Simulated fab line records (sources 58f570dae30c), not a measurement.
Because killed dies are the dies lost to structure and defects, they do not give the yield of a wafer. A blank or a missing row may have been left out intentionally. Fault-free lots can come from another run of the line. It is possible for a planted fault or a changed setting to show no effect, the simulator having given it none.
Split-lot study + flow berkeley cmos170 + 23 wafers read from 5 lots, route of 331 steps

## ON THE SPLIT
At UCB170_V2_CVD_00 (deposits SiO2 from TEOS/O2, target thk 2000 nm, time 250 s), the setting time s was moved away from the recipe's 250 s on 11 of the 23 wafers read, by -14.0% to +11.8%. For the rest of the wafers, this setting stayed at what the recipe calls for.

Split to reading: the file shows no intervening step.

## THE READING
V2_TEOS_THK, in nm, at UCB170_V2_THK_MEAS_01. Typical for fault-free wafers on this fab line: 1999 nm, with standard deviation 26 nm.

| wafer  | tool, chamber at the split | time s as run, s | against the recipe | V2_TEOS_THK, nm | against lot-mates on the recipe |
|--------|----------------------------|------------------|--------------------|-----------------|---------------------------------|
| L075.2 | pecvd-04, 0                | 250              | recipe             | 1991            | -                               |
| L075.4 | pecvd-04, 2                | 250              | recipe             | 2031            | -                               |
| L075.5 | pecvd-04, 0                | 250              | recipe             | 2010            | -                               |
| L074.1 | pecvd-04, 1                | 279.4            | +11.8%             | 2263            | +257                            |
| L074.2 | pecvd-04, 0                | 250              | recipe             | 1997            | -                               |
| L074.3 | pecvd-04, 2                | 250              | recipe             | 1985            | -                               |
| L074.4 | pecvd-04, 1                | 279.4            | +11.8%             | 2280            | +274                            |
| L074.5 | pecvd-04, 2                | 250              | recipe             | 2036            | -                               |
| L077.1 | pecvd-01, 1                | 250              | recipe             | 1964            | -                               |
| L077.3 | pecvd-01, 2                | 229.3            | -8.3%              | 1812            | -173                            |
| L077.4 | pecvd-01, 0                | 229.3            | -8.3%              | 1844            | -141                            |
| L077.5 | pecvd-01, 2                | 229.3            | -8.3%              | 1843            | -142                            |
| L077.6 | pecvd-01, 1                | 250              | recipe             | 2006            | -                               |
| L081.1 | pecvd-03, 1                | 250              | recipe             | 1962            | -                               |
| L081.2 | pecvd-03, 0                | 250              | recipe             | 1954            | -                               |
| L081.3 | pecvd-03, 2                | 269              | +7.6%              | 2142            | +184                            |
| L081.4 | pecvd-03, 1                | 269              | +7.6%              | 2140            | +182                            |
| L081.5 | pecvd-03, 2                | 269              | +7.6%              | 2155            | +197                            |
| L084.2 | pecvd-04, 1                | 250              | recipe             | 1976            | -                               |
| L084.3 | pecvd-04, 2                | 215              | -14.0%             | 1705            | -283                            |
| L084.4 | pecvd-04, 2                | 215              | -14.0%             | 1738            | -250                            |
| L084.5 | pecvd-04, 0                | 250              | recipe             | 2000            | -                               |
| L084.6 | pecvd-04, 1                | 215              | -14.0%             | 1764            | -224                            |

FIT RESULTS
A straight line over all 23 wafers: V2_TEOS_THK changes by +20.1 nm for each +1% of time s; r = +0.99; the points scatter about the line by 26 nm.
The same after taking each lot's own level away (the mean of its wafers on the recipe; 23 wafers): +20.2 nm for each +1%; r = +0.99; scatter 23 nm.
That fit puts the effect of the largest move of time s on the reading at 2.8e+02 nm.
From 1958.0 to 2010.7 nm: that is the span of the lots' own levels, equal to 2.0 times the standard deviation above.
Consequently the slope shifts little with the lot-to-lot level, the two slopes agreeing.
Check: -268 nm against its lot-mates is what the line predicts for one of the wafers moved furthest among these (-14.0%) when that wafer is left out of the fit. It came out at -283 nm against them.

## FURTHER SPLITS ON THESE WAFERS
Before the reading, these wafers also passed through other splits. Each is held against what the fit with the lots' levels taken away leaves over:
| other split on the same wafers        | wafers away from the commonest value | r with V2_TEOS_THK (lot level and that fit taken away) |
|---------------------------------------|--------------------------------------|--------------------------------------------------------|
| UCB170_NSD_SOFTBAKE_02 time s         | 11                                   | -0.12                                                  |
| UCB170_SILICIDE_SPUTTER_01 power w    | 10                                   | -0.06                                                  |
| UCB170_CONTACT_COAT_10 resist thk nm  | 6                                    | -0.05                                                  |
| UCB170_CONTACT_ETCH_18 over etch frac | 7                                    | -0.14                                                  |
| UCB170_V1_PEB_10 peb temp c           | 9                                    | +0.11                                                  |

## THE WHOLE CHAIN: every reading that the file lists as answering this split, in the file's order
| step                  | what it does                                               | reading                                                                   | change (the file's fit)              | r (the file's) |
|-----------------------|------------------------------------------------------------|---------------------------------------------------------------------------|--------------------------------------|----------------|
| UCB170_V2_CVD_00      | deposits SiO2 from TEOS/O2, target thk 2000 nm, time 250 s | SiO2_of_V2_CVD_00.thk nm (the simulator's own value, which no gauge read) | +21.7 nm for each +1% of the setting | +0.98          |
| UCB170_V2_THK_MEAS_01 |                                                            | V2_TEOS_THK                                                               | +20.3 for each +1% of the setting    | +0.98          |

## THE FILE'S OWN FIT
V2_TEOS_THK changes by +20.3 nm for each +1% of time s, r = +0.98.
